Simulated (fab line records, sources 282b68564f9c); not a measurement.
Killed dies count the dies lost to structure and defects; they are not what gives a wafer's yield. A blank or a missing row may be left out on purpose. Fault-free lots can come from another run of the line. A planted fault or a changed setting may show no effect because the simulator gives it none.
Split-lot experiment + flow rit cmos + route with 202 steps; 5 lots, 23 wafers read

== ABOUT THE SPLIT ==
At RIT_PSD_IMPLANT_08, the setting energy kev was moved away from the recipe's 27 on 5 of the 23 wafers read, by +4.4% to +5.3%. The other wafers ran this setting at the recipe's value.

== FROM THE SPLIT TO THE READING: what the file shows between them, 2 steps ==
- RIT_SDANNEAL_CLEAN_02: cleans in SC2, time 600 s (also split here: time s)
- RIT_SDANNEAL_RTA_03: time 5 s

== THE READING ==
PSD_RS, in ohm/sq, at RIT_SDANNEAL_RS_MEAS_04 (measures by four-point-probe). On this fab line, fault-free wafers typically give 115.95 ohm/sq with a standard deviation of 0.28 ohm/sq.

| wafer  | tool, chamber at the split | energy kev as run | against the recipe | PSD_RS, ohm/sq | against lot-mates on the recipe |
|--------|----------------------------|-------------------|--------------------|----------------|---------------------------------|
| L074.1 | implanter-04, 0            | 27                | recipe             | 115.96         | -                               |
| L074.4 | implanter-04, 0            | 27                | recipe             | 116.08         | -                               |
| L074.5 | implanter-04, 0            | 27                | recipe             | 116.17         | -                               |
| L075.1 | implanter-03, 0            | 27                | recipe             | 115.69         | -                               |
| L075.2 | implanter-03, 0            | 27                | recipe             | 116.10         | -                               |
| L075.3 | implanter-03, 0            | 27                | recipe             | 115.78         | -                               |
| L075.5 | implanter-03, 0            | 27                | recipe             | 116.04         | -                               |
| L075.6 | implanter-03, 0            | 27                | recipe             | 115.92         | -                               |
| L077.1 | implanter-02, 0            | 28.43             | +5.3%              | 112.59         | -3.04                           |
| L077.2 | implanter-02, 0            | 28.43             | +5.3%              | 112.52         | -3.11                           |
| L077.4 | implanter-02, 0            | 27                | recipe             | 115.58         | -                               |
| L077.5 | implanter-02, 0            | 27                | recipe             | 115.69         | -                               |
| L077.6 | implanter-02, 0            | 28.43             | +5.3%              | 112.67         | -2.96                           |
| L079.1 | implanter-02, 0            | 27                | recipe             | 116.09         | -                               |
| L079.2 | implanter-02, 0            | 28.19             | +4.4%              | 113.37         | -2.50                           |
| L079.4 | implanter-02, 0            | 27                | recipe             | 115.55         | -                               |
| L079.5 | implanter-02, 0            | 27                | recipe             | 115.97         | -                               |
| L079.6 | implanter-02, 0            | 28.19             | +4.4%              | 113.33         | -2.54                           |
| L084.1 | implanter-04, 0            | 27                | recipe             | 115.92         | -                               |
| L084.2 | implanter-04, 0            | 27                | recipe             | 115.30         | -                               |
| L084.3 | implanter-04, 0            | 27                | recipe             | 115.61         | -                               |
| L084.5 | implanter-04, 0            | 27                | recipe             | 115.64         | -                               |
| L084.6 | implanter-04, 0            | 27                | recipe             | 115.95         | -                               |

THE FIT
A straight line over all 23 wafers: PSD_RS changes by -0.597 ohm/sq for each +1% of energy kev; r = -0.99; the points scatter about the line by 0.22 ohm/sq.
The same after taking each lot's own level away (the mean of its wafers on the recipe; 23 wafers): -0.574 ohm/sq for each +1%; r = -0.99; scatter 0.17 ohm/sq.
According to that fit, moving energy kev by its largest amount changes the reading by 3 ohm/sq.
The span of the lots' own levels, 115.635 to 116.070 ohm/sq, comes to 1.6 times the standard deviation stated above.
The two slopes are in agreement: the lot-to-lot level therefore moves the slope only a little.
Check: for one of the wafers moved furthest among these (+5.3%), held out of the fit, the line's prediction against its lot-mates is -3.04 ohm/sq. Against them it came out at -3.04 ohm/sq.

== OTHER SPLITS APPLIED TO THESE WAFERS ==
These wafers also went through other splits before the reading. Each is held against what the fit with the lots' levels taken away leaves over:
| other split on the same wafers | wafers away from the commonest value | r with PSD_RS (lot level and that fit taken away) |
|--------------------------------|--------------------------------------|---------------------------------------------------|
| RIT_PLDD_SOFTBAKE_02 temp c    | 7                                    | -0.10                                             |
| RIT_NSD_IMPLANT_08 dose cm2    | 4                                    | -0.10                                             |
| RIT_PSD_COAT_01 spin rpm       | 10                                   | +0.03                                             |
| RIT_SDANNEAL_CLEAN_02 time s   | 10                                   | +0.00                                             |

== THE WHOLE CHAIN: every reading that the file lists as answering this split, in the file's order ==
| step                    | what it does                 | reading                                                         | change (the file's fit)                | r (the file's) |
|-------------------------|------------------------------|-----------------------------------------------------------------|----------------------------------------|----------------|
| RIT_PSD_IMPLANT_08      |                              | implant.rp nm (the simulator's own value, which no gauge read)  | +0.174 nm for each +1% of the setting  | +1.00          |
| RIT_PSD_IMPLANT_08      |                              | implant.drp nm (the simulator's own value, which no gauge read) | +0.0842 nm for each +1% of the setting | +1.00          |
| RIT_SDANNEAL_RS_MEAS_04 | measures by four-point-probe | PSD_RS                                                          | -0.573 for each +1% of the setting     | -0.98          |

== THE FILE'S OWN FIT ==
PSD_RS changes by -0.573 ohm/sq for each +1% of energy kev, r = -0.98.
